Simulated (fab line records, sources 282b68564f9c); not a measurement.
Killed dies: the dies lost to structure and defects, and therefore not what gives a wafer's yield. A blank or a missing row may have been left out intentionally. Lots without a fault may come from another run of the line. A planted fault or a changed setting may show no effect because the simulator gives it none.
Which of the tools did it?    flow rit-cmos    21 wafers from 7 lots sampled at 2 of the route's 202 steps

## WHAT THE GAUGES READ, wafer by wafer
RIT_ACTIVE_THK_MEAS_02.
lot   measured     on             ACTIVE_OXIDE_THK (nm)
L279  day 1 17:04  film-metro-04  48.5 48.1 48.5
L284  day 2 18:04  film-metro-02  46.8 46.5 46.0
L286  day 3 06:05  film-metro-02  45.4 44.8 45.1
L288  day 3 14:26  film-metro-03  45.7 44.9 44.9
L292  day 4 13:24  film-metro-03  47.4 47.4 46.7
L296  day 5 06:04  film-metro-03  45.9 45.3 46.0
L298  day 5 16:58  film-metro-04  50.4 50.0 50.6

## WHAT TOOL EACH LOT RAN ON (gives the tool, then ch and the chambers of the sampled wafers, and finally the start)
lot   RIT_ACTIVE_OXIDATION_01
L279  furnace-03 ch 0, day 1 15:07
L284  furnace-04 ch 0, day 2 16:07
L286  furnace-04 ch 0, day 3 04:08
L288  furnace-04 ch 0, day 3 12:29
L292  furnace-03 ch 0, day 4 11:27
L296  furnace-04 ch 0, day 5 04:07
L298  furnace-01 ch 0, day 5 15:02
- RIT_ACTIVE_OXIDATION_01: target thk 46.8 nm, ox time 3360 s.

## THE ANSWER, worked out from the rows above alone
Rule: what is usual is taken from the lots themselves. Put in order of their means at a reading, lots are off if they are a third of the lots or fewer, leave a main group of 4 or more, and stand apart from it by a gap of 3 or more times the standard deviation of the main group's means; of several such gaps the widest counts. A main group is skipped when, at the precision printed for the reading in the tables above, its means are all equal. A lot without any number at a reading at which 4 lots or more have one is off too. Any other lot the step has rows for is counted as sound.
Nothing can be told from this: no lot is off at any reading shown.

## WHAT WAS PUT IN BY THE SIMULATOR
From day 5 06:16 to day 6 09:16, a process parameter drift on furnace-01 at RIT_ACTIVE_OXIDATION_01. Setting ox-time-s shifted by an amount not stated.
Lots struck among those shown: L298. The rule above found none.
